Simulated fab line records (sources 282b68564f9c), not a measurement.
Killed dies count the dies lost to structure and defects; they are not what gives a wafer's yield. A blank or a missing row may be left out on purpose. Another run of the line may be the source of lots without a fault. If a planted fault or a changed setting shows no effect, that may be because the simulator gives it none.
A lot that was struck, set against a sound lot | flow rit-cmos | 44 steps out of a route of 202
Sound: the wafers L616.4, L616.5, L616.6. Wafers struck: L624.2, L624.5, L624.6. At the end, the cause is stated.
For every step that has rows: the tool of each side, followed by ch and its chambers, followed by its first start. Under that, the readings that differ: sound wafers | struck wafers | difference of the means | sigmas: that difference in standard deviations of wafers without a fault.
alike: words and numbers the same on both sides, and readings whose means are apart by under 2 such deviations; not compared: readings that were withheld, readings missing a value for some wafer, numbers with overlapping values and no deviation given by the record, and bounds like >300 which may hide the same value.
A row with sigmas, a row that says differs or no value, or rows on one side alone: a step with any of these is where the two part. Non-overlapping numbers with no deviation appear without sigmas and do not part them. Lack of a reading on every wafer of one side parts them only where that side has two or more wafers.

first, 2 steps without rows for these wafers: RIT_NLDD_HARDBAKE_07 (time 60 s); RIT_NLDD_IMPLANT_08.
RIT_NLDD_STRIP_09: strips in O2, time 180 s.
  sound on plasma-asher-03 ch 0,1, day 4 19:28; struck on plasma-asher-03 ch 0,1, day 6 21:26
  alike: drypump-motor-current-A
  not compared: rf-hours-counter-h
RIT_NLDD_TW_MEAS_10:
  sound on film-metro-03, day 4 19:37; struck on film-metro-04, day 6 21:38
  alike: NLDD_TW
then, 6 steps without rows for these wafers: RIT_PLDD_HMDS_00 (prime time 60 s); RIT_PLDD_COAT_01 (resist thk 1000 nm); RIT_PLDD_SOFTBAKE_02 (time 60 s); RIT_PLDD_EXPOSE_03 (exposes mask M8, target cd 40900 nm); RIT_PLDD_PEB_04; RIT_PLDD_DEVELOP_05 (develop time 50 s).
RIT_PLDD_OVL_MEAS_06:
  sound on overlay-01, day 4 20:31; struck on overlay-01, day 6 22:41
  reading       | sound          | struck       | difference | sigmas
  PLDD_OVL (nm) | -3.3 -3.4 -2.5 | 3.9 1.3 -0.2 | +4.7       | +3
then, 1 step without rows for these wafers: RIT_PLDD_HARDBAKE_07 (time 60 s).
RIT_PLDD_IMPLANT_08:
  sound on implanter-02 ch 0, day 4 20:45; struck on implanter-02 ch 0, day 6 22:53
  reading            | sound                        | struck                       | difference | sigmas
  dose-ions-cm2      | 8.993e+14 8.985e+14 8.99e+14 | 8.31e+14 8.301e+14 8.302e+14 | -6.85e+13  | -76
  faraday-current-uA | 2794 2855 2816               | 2493 2588 2502               | -294       | -5
RIT_PLDD_STRIP_09: strips in O2, time 180 s.
  sound on plasma-asher-04 ch 0,1, day 4 20:53; struck on plasma-asher-04 ch 0,1, day 6 23:01
  alike: drypump-motor-current-A
  not compared: rf-hours-counter-h
RIT_PLDD_TW_MEAS_10:
  sound on film-metro-04, day 4 21:02; struck on film-metro-04, day 6 23:12
  alike: PLDD_TW
then, 4 steps without rows for these wafers: RIT_SPACER_CLEAN_00 (cleans in SC1, time 600 s); RIT_SPACER_CLEAN_01 (cleans in dHF, time 28.79 s); RIT_SPACER_CLEAN_02 (cleans in SC2, time 600 s); RIT_SPACER_CVD_03 (deposits Si3N4 from SiH2Cl2/NH3, target thk 250 nm, time 3300 s).
RIT_SPACER_THK_MEAS_04:
  sound on film-metro-02, day 4 23:23; struck on film-metro-02, day 7 02:30
  alike: SPACER_NITRIDE_THK
RIT_SPACER_ETCHBACK_05: etches Si3N4 in SF6/CHF3, stops on SiO2, target depth 250 nm, time 240 s.
  sound on rie-diel-04 ch 1,2, day 4 23:25; struck on rie-diel-04 ch 0,1,2, day 7 02:33
  reading            | sound             | struck            | difference | sigmas
  rf-fwd-power-W (W) | 246.9 248.2 249.5 | 248.5 250.6 250.6 | +1.7       | +2
  alike: CHF3_flow_sccm, SF6_flow_sccm, drypump-motor-current-A, oes-product-au, throttle-valve-pct
  not compared: rf-hours-counter-h
then, 6 steps without rows for these wafers: RIT_NSD_HMDS_00 (prime time 60 s); RIT_NSD_COAT_01 (resist thk 1000 nm); RIT_NSD_SOFTBAKE_02 (time 60 s); RIT_NSD_EXPOSE_03 (exposes mask M9, target cd 40700 nm); RIT_NSD_PEB_04; RIT_NSD_DEVELOP_05 (develop time 50 s).
RIT_NSD_OVL_MEAS_06:
  sound on overlay-01, day 5 00:33; struck on overlay-02, day 7 03:34
  alike: NSD_OVL
then, 2 steps without rows for these wafers: RIT_NSD_HARDBAKE_07 (time 60 s); RIT_NSD_IMPLANT_08.
RIT_NSD_STRIP_09: strips in O2, time 180 s.
  sound on plasma-asher-01 ch 0,1, day 5 00:58; struck on plasma-asher-04 ch 0,1, day 7 03:53
  alike: drypump-motor-current-A
  not compared: rf-hours-counter-h
RIT_NSD_TW_MEAS_10:
  sound on film-metro-04, day 5 01:07; struck on film-metro-04, day 7 04:05
  alike: NSD_TW
then, 6 steps without rows for these wafers: RIT_PSD_HMDS_00 (prime time 60 s); RIT_PSD_COAT_01 (resist thk 1000 nm); RIT_PSD_SOFTBAKE_02 (time 60 s); RIT_PSD_EXPOSE_03 (exposes mask M10, target cd 40900 nm); RIT_PSD_PEB_04; RIT_PSD_DEVELOP_05 (develop time 50 s).
RIT_PSD_OVL_MEAS_06:
  sound on overlay-02, day 5 02:08; struck on overlay-02, day 7 04:59
  alike: PSD_OVL
then, 2 steps without rows for these wafers: RIT_PSD_HARDBAKE_07 (time 60 s); RIT_PSD_IMPLANT_08.
RIT_PSD_STRIP_09: strips in O2, time 180 s.
  sound on plasma-asher-04 ch 0,1, day 5 02:31; struck on plasma-asher-02 ch 0,1, day 7 05:19
  alike: drypump-motor-current-A
  not compared: rf-hours-counter-h
RIT_SDANNEAL_RS_MEAS_06: a four-point-probe measurement.
  sound on film-metro-03, day 5 03:25; struck on film-metro-01, day 7 06:14
  reading          | sound             | struck            | difference | sigmas
  PLDD_RS (ohm/sq) | 178.3 179.1 179.0 | 186.1 186.4 185.6 | +7.2       | +16
RIT_M1_PROBE_99:
  sound on prober-01, day 5 10:46; struck on prober-01, day 7 15:25
  alike: killed-at-contacts, killed-at-front-end, killed-dies, killed-open, killed-short

WHERE THEY PART
First at RIT_PLDD_OVL_MEAS_06; last, within this record, at RIT_SDANNEAL_RS_MEAS_06. Later steps at which nothing parts them and some readings are alike: RIT_M1_PROBE_99.

WHY: what the simulator had put in
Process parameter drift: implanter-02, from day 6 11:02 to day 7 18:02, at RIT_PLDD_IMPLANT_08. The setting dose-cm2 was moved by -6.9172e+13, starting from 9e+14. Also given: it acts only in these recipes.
